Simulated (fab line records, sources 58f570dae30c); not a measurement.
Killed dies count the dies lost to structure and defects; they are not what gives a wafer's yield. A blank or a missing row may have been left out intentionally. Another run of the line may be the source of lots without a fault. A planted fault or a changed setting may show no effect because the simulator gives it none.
Which tool is to blame? ; flow berkeley cmos170 ; 13 lots with 39 wafers sampled at 6 steps, on a route of 331 steps

WHAT THE GAUGES SHOWED, per wafer
UCB170_SACOX_THK_MEAS_02.
lot;measured;on;SACOX_OXIDE_THK (nm)
L392;day 5 13:42;film metro-03;14.0 14.5 14.2
L393;day 6 00:14;film metro-04;13.7 13.9 14.0
L394;day 6 00:14;film metro-02;14.2 14.3 14.3
L396;day 6 11:17;film metro-03;14.4 14.4 14.2
L395;day 6 11:17;film metro-02;14.7 14.7 14.7
L399;day 7 01:12;film metro-04;14.3 14.4 14.2
L401;day 7 08:53;film metro-03;13.6 13.5 13.5
L402;day 7 08:54;film metro-04;14.3 14.5 14.3
L400;day 7 14:26;film metro-03;14.4 14.6 14.6
L405;day 8 00:35;film metro-03;14.4 14.1 14.4
L415;day 9 12:49;film metro-03;14.7 14.1 14.4
L413;day 9 12:50;film metro-04;14.3 14.4 14.4
L414;day 9 12:53;film metro-03;14.4 14.2 14.3

UCB170_V2_CD_MEAS_90: the cd target is 700 nm.
lot;measured;on;cd nm (nm)
L392;day 7 23:18;cd sem-01;701.6 700.4 701.5
L393;day 8 16:29;cd sem-01;701.6 702.5 701.5
L394;day 8 10:49;cd sem-01;699.0 699.6 699.0
L396;day 8 22:57;cd sem-02;697.5 698.9 699.0
L395;day 8 23:05;cd sem-02;700.9 701.2 699.4
L399;day 9 19:15;cd sem-01;701.8 701.6 700.1
L401;day 10 01:03;cd sem-02;700.4 702.2 699.7
L402;day 9 23:38;cd sem-02;701.3 700.5 700.3
L400;day 10 01:07;cd sem-01;701.7 702.3 703.3
L405;day 10 12:07;cd sem-01;702.9 702.9 700.5
L415;day 12 01:14;cd sem-02;698.7 699.8 700.4
L413;day 12 01:49;cd sem-01;704.5 703.7 702.9
L414;day 12 02:08;cd sem-02;698.0 698.2 699.1

UCB170_M3_CD_MEAS_90: the cd target is 700 nm.
lot;measured;on;cd nm (nm)
L392;day 8 03:14;cd sem-01;705 698 706
L393;day 8 20:33;cd sem-02;703 702 700
L394;day 8 14:58;cd sem-01;700 703 701
L396;day 9 02:13;cd sem-01;700 696 701
L395;day 9 02:53;cd sem-02;699 703 707
L399;day 10 00:20;cd sem-02;696 697 697
L401;day 10 03:40;cd sem-02;696 698 697
L402;day 10 03:07;cd sem-01;701 703 702
L400;day 10 04:01;cd sem-02;702 695 701
L405;day 10 14:52;cd sem-01;699 699 698
L415;day 12 03:58;cd sem-01;703 702 705
L413;day 12 04:44;cd sem-01;699 682 685
L414;day 12 05:26;cd sem-02;697 704 698

TOOL THAT RAN EACH LOT (tool first, then ch and the chambers of the sampled wafers, then the start)
lot;UCB170_M3_STRIP_07;UCB170_M3_METAL_ETCH_18;UCB170_M3_STRIP_19
L392;plasma asher-04 ch 0,1, day 8 00:37;rie metal-01 ch 0,1, day 8 02:52;plasma asher-04 ch 0,1, day 8 03:02
L393;plasma asher-03 ch 0,1, day 8 17:28;rie metal-03 ch 0,1, day 8 20:16;plasma asher-03 ch 0,1, day 8 20:27
L394;plasma asher-04 ch 0,1, day 8 12:08;rie metal-02 ch 1, day 8 14:39;plasma asher-03 ch 0, day 8 14:50
L396;plasma asher-03 ch 0,1, day 8 23:59;rie metal-02 ch 0,1, day 9 01:55;plasma asher-01 ch 0,1, day 9 02:07
L395;plasma asher-01 ch 1, day 9 00:26;rie metal-01 ch 0,1, day 9 02:35;plasma asher-01 ch 0,1, day 9 02:46
L399;plasma asher-03 ch 0,1, day 9 20:32;rie metal-02 ch 0,1, day 10 00:03;plasma asher-03 ch 0,1, day 10 00:14
L401;plasma asher-03 ch 0,1, day 10 01:57;rie metal-02 ch 0,1, day 10 03:22;plasma asher-04 ch 0,1, day 10 03:34
L402;plasma asher-04 ch 0,1, day 10 01:06;rie metal-01 ch 0, day 10 02:43;plasma asher-04 ch 0,1, day 10 03:01
L400;plasma asher-01 ch 0,1, day 10 02:04;rie metal-03 ch 0,1, day 10 03:42;plasma asher-01 ch 0,1, day 10 03:53
L405;plasma asher-04 ch 0,1, day 10 13:05;rie metal-03 ch 1, day 10 14:34;plasma asher-04 ch 0, day 10 14:45
L415;plasma asher-04 ch 0,1, day 12 02:11;rie metal-03 ch 0,1, day 12 03:39;plasma asher-01 ch 0,1, day 12 03:50
L413;plasma asher-03 ch 0,1, day 12 02:43;rie metal-02 ch 0,1, day 12 04:25;plasma asher-03 ch 0,1, day 12 04:36
L414;plasma asher-04 ch 0,1, day 12 03:13;rie metal-01 ch 0,1, day 12 05:10;plasma asher-01 ch 0,1, day 12 05:19
- UCB170_M3_STRIP_07: strips in O2.
- UCB170_M3_METAL_ETCH_18: etches Al in Cl2/BCl3, stops on SiO2, target depth 1170 nm, time 195 s.
- UCB170_M3_STRIP_19: strips in O2.

AS READ BY THE TOOLS THEMSELVES (means over the sampled wafers that have a number; for cases with no such wafer, the mark the record gives instead)
UCB170_M3_STRIP_07.
lot;tool;chamber pressure mTorr (mTorr);drypump motor current A (A);oes product au (a.u.);strip time to endpoint s (s)
L392;plasma asher-04;3504;5.5;0.735;21.97
L393;plasma asher-03;3500;6.1;0.734;21.93
L394;plasma asher-04;3500;5.8;0.738;21.97
L396;plasma asher-03;3498;5.9;0.733;22.02
L395;plasma asher-01;3501;6.3;0.737;21.91
L399;plasma asher-03;3501;6.1;0.733;22.05
L401;plasma asher-03;3503;5.9;0.737;21.98
L402;plasma asher-04;3499;5.8;0.733;21.96
L400;plasma asher-01;3499;5.7;0.737;21.90
L405;plasma asher-04;3502;5.5;0.732;21.97
L415;plasma asher-04;3498;5.5;0.731;21.84
L413;plasma asher-03;3500;6.0;0.734;21.98
L414;plasma asher-04;3500;5.5;0.729;21.95

UCB170_M3_METAL_ETCH_18.
lot;tool;bias w (W);chamber pressure mTorr (mTorr);drypump motor current A (A);oes product au (a.u.);rf fwd power W (W);throttle valve pct (%)
L392;rie metal-01;119.6;12.000;5.3;0.848;598.6;24.09
L393;rie metal-03;120.3;12.012;6.0;0.880;597.2;24.13
L394;rie metal-02;119.8;12.004;5.1;0.840;596.7;24.63
L396;rie metal-02;120.2;12.003;5.4;0.846;599.1;24.50
L395;rie metal-01;120.2;12.010;5.4;0.853;600.2;24.09
L399;rie metal-02;120.2;11.985;5.4;0.851;597.1;24.51
L401;rie metal-02;119.8;12.005;5.5;0.856;599.2;24.50
L402;rie metal-01;120.1;12.006;5.4;0.851;597.6;24.18
L400;rie metal-03;119.9;11.993;6.0;0.867;597.1;24.13
L405;rie metal-03;119.7;11.994;5.7;0.878;599.0;24.39
L415;rie metal-03;120.2;12.004;5.9;0.864;596.8;24.26
L413;rie metal-02;120.2;11.995;5.7;0.854;759.8;24.38
L414;rie metal-01;120.1;11.987;5.4;0.865;600.0;24.07

UCB170_M3_STRIP_19.
lot;tool;chamber pressure mTorr (mTorr);drypump motor current A (A);oes product au (a.u.)
L392;plasma asher-04;3500;5.7;0.541
L393;plasma asher-03;3502;5.9;0.547
L394;plasma asher-03;3499;6.3;0.547
L396;plasma asher-01;3500;5.8;0.534
L395;plasma asher-01;3500;5.8;0.559
L399;plasma asher-03;3497;6.1;0.536
L401;plasma asher-04;3498;5.8;0.534
L402;plasma asher-04;3501;5.8;0.556
L400;plasma asher-01;3501;6.0;0.537
L405;plasma asher-04;3503;6.1;0.546
L415;plasma asher-01;3501;5.8;0.551
L413;plasma asher-03;3501;5.9;0.393
L414;plasma asher-01;3500;6.1;0.541

THE ANSWER, worked out from the rows above alone
Rule: usual is defined by the lots themselves. The widest of any qualifying gaps counts: lots, ordered by their means at a reading, are off when they make up no more than a third of the lots, leave a main group of 4 or more, and stand apart from it by 3 or more times the standard deviation of that group's means. Not used: any main group whose means are identical at the precision the tables above print for the reading. A lot without any number at a reading at which 4 lots or more have one is off too. All remaining lots with rows at the step are treated as sound. The gauges are gone through in route order, then the tools' own readings, and for those a lot's mean is taken as printed above. At the first step where some lot is off, the reading lying furthest off is the one used; lots without a number count as furthest.
Off: L413 (UCB170_M3_CD_MEAS_90, cd nm). Mean 700 nm and standard deviation 2.2 in the main group.
If a tool, at a process step before that reading, ran all the lots that are off and no sound lot after the first of them, it fits. Not tried: the gauges at UCB170_M3_CD_MEAS_90; whatever is off there is also off at UCB170_M3_METAL_ETCH_18, on other tools, and gauge error can't account for it. Can't be told from this: 2 tools fit, plasma asher-03 at UCB170_M3_STRIP_07 and UCB170_M3_STRIP_19, rie metal-02 at UCB170_M3_METAL_ETCH_18.

WHAT THE SIMULATOR HAD PUT IN
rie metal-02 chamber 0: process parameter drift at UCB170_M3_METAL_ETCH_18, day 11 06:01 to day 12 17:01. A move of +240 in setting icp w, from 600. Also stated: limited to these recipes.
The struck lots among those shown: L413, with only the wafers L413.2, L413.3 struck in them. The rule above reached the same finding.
